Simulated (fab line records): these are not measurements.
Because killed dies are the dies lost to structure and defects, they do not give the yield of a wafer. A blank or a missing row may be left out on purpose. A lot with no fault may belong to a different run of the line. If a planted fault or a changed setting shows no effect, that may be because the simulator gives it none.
Matching of chambers ; flow berkeley cmos170 ; cmp-01 running UCB170_V2_CMP_02: 4 sister chambers
The step polishes SiO2. 4 wafers are shown with their chamber, then 7 later ones without.

== WAFERS PAIRED WITH THEIR CHAMBERS ==
wafer;chamber;motor current A (A)
L186.5;3;18.3
L193.1;1;16.5
L201.1;2;15.4
L201.3;0;14.7

== WAFERS WITHOUT THEIR CHAMBER ==
wafer;motor current A (A)
L201.6;17.8
L203.1;15.7
L203.4;14.3
L203.5;15.5
L208.2;15.6
L208.3;15.1
L208.4;13.9

== CHAMBER TAKEN BY EACH ==
wafer;from the rows above;in truth
L201.6;can't be placed: 3 or 1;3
L203.1;can't be placed: 2 or 1 or 0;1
L203.4;can't be placed: 0 or 2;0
L203.5;can't be placed: 2 or 0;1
L208.2;can't be placed: 2 or 0 or 1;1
L208.3;can't be placed: 2 or 0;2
L208.4;can't be placed: 0 or 2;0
Correctly placed: 0 of 7. Unplaceable from these rows: 7, with the true chamber sitting among the candidates in 6. Number placed wrongly: 0.
How it was worked out, from the rows above alone: a wafer's distance from a chamber is the root of the sum, over the readings, of the square of ((its reading less the chamber's mean) divided by the reading's scatter). If the next closest chamber is less than 2 further off than the closest, the wafer can't be placed; otherwise it belongs to the closest. A chamber's mean is the mean of its shown wafers. The scatter: root of mean squared gap, hidden wafer to nearest shown wafer, with one shown wafer a chamber.
